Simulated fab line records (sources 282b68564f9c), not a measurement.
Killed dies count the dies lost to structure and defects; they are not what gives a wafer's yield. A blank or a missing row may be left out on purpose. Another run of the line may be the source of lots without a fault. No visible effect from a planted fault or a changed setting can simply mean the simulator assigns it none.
A struck lot beside a sound one -- flow ritCmos -- 21 out of 202 route steps
Sound: these wafers, L376.3, L376.5, L376.6. Struck: wafers L387.1, L387.3, L387.6. The cause is named last.
Per side, at each step with rows, come the tool, then ch with its chambers, and then its first start. Under that, the readings that differ: sound wafers -- struck wafers -- difference of the means -- sigmas: that difference in standard deviations of wafers without a fault.
alike: a reading whose means differ by less than 2 such deviations, as well as words and numbers matching on both sides. not compared: withheld readings; readings where some wafer has no value; bounds like >300 that might hide an equal value; numbers whose values overlap and for which the record gives no deviation.
The two part at a step that has a row with sigmas, a row that says differs or no value, or rows on one side only. When numbers do not overlap yet have no deviation, they are printed without sigmas and do not part them. A reading missing from all wafers of one side parts the sides only when that side holds two or more wafers.

first, 6 steps without rows for these wafers: RIT_NSD_HMDS_00 (prime time 60 s); RIT_NSD_COAT_01 (resist thk 1000 nm); RIT_NSD_SOFTBAKE_02 (time 60 s); RIT_NSD_EXPOSE_03 (exposes mask M9, target cd 40700 nm); RIT_NSD_PEB_04; RIT_NSD_DEVELOP_05 (develop time 50 s).
RIT_NSD_OVL_MEAS_06:
  sound on overlay-01, day 3 03:51; struck on overlay-02, day 5 15:00
  alike: NSD_OVL
then, 2 steps without rows for these wafers: RIT_NSD_HARDBAKE_07 (time 60 s); RIT_NSD_IMPLANT_08.
RIT_NSD_STRIP_09: strips in O2, time 180 s.
  sound on plasmaAsher-02 ch 0,1, day 3 04:14; struck on plasmaAsher-03 ch 0,1, day 5 15:20
  alike: chamberPressureMTorr, drypumpMotorCurrentA
  not compared: rfHoursCounterH
RIT_NSD_TW_MEAS_10:
  sound on filmMetro-04, day 3 04:22; struck on filmMetro-03, day 5 15:31
  alike: NSD_TW
then, 1 step without rows for these wafers: RIT_PSD_HMDS_00 (prime time 60 s).
RIT_PSD_COAT_01: resist thk 1000 nm.
  sound on lithoTrack-01 ch 0, day 3 04:37; struck on lithoTrack-02 ch 0, day 5 15:43
reading,sound,struck,difference,sigmas
dispensePressureKPa (kPa),54.7 54.7 54.7,51.2 51.2 51.1,-3.5,-2
spinSpeedRpm (rpm),3245.3 3246.1 3250.5,3420.4 3422.0 3421.7,+174.1,+76
model.NOVOLAK_of_PSD_COAT_01.thkNm (nm),998.4 995.6 1000,968.7 969.9 968.3,-29.0,
  alike: exhaustPa
then, 4 steps without rows for these wafers: RIT_PSD_SOFTBAKE_02 (time 60 s); RIT_PSD_EXPOSE_03 (exposes mask M10, target cd 40900 nm); RIT_PSD_PEB_04; RIT_PSD_DEVELOP_05 (develop time 50 s).
RIT_PSD_OVL_MEAS_06:
  sound on overlay-02, day 3 05:16; struck on overlay-01, day 5 16:32
  alike: PSD_OVL
RIT_PSD_HARDBAKE_07: time 60 s.
  sound on lithoTrack-03 ch 0, day 3 05:21; struck on lithoTrack-02 ch 0, day 5 16:35
reading,sound,struck,difference,sigmas
model.NOVOLAK_of_PSD_COAT_01.thkNm (nm),882.4 880 883.8,856.4 857.5 856,-25.4,
  alike: exhaustPa
then, 1 step without rows for these wafers: RIT_PSD_IMPLANT_08.
RIT_M1_PROBE_99:
  the record has rows for the sound wafers here (prober-01, day 3 14:16) and none for the struck ones

## WHERE THEY PART
Last at RIT_M1_PROBE_99 as far as this record goes, first at RIT_PSD_COAT_01.

WHY: whatever the simulator had introduced
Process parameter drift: lithoTrack-02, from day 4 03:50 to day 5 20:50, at RIT_PSD_COAT_01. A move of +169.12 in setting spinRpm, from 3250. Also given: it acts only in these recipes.
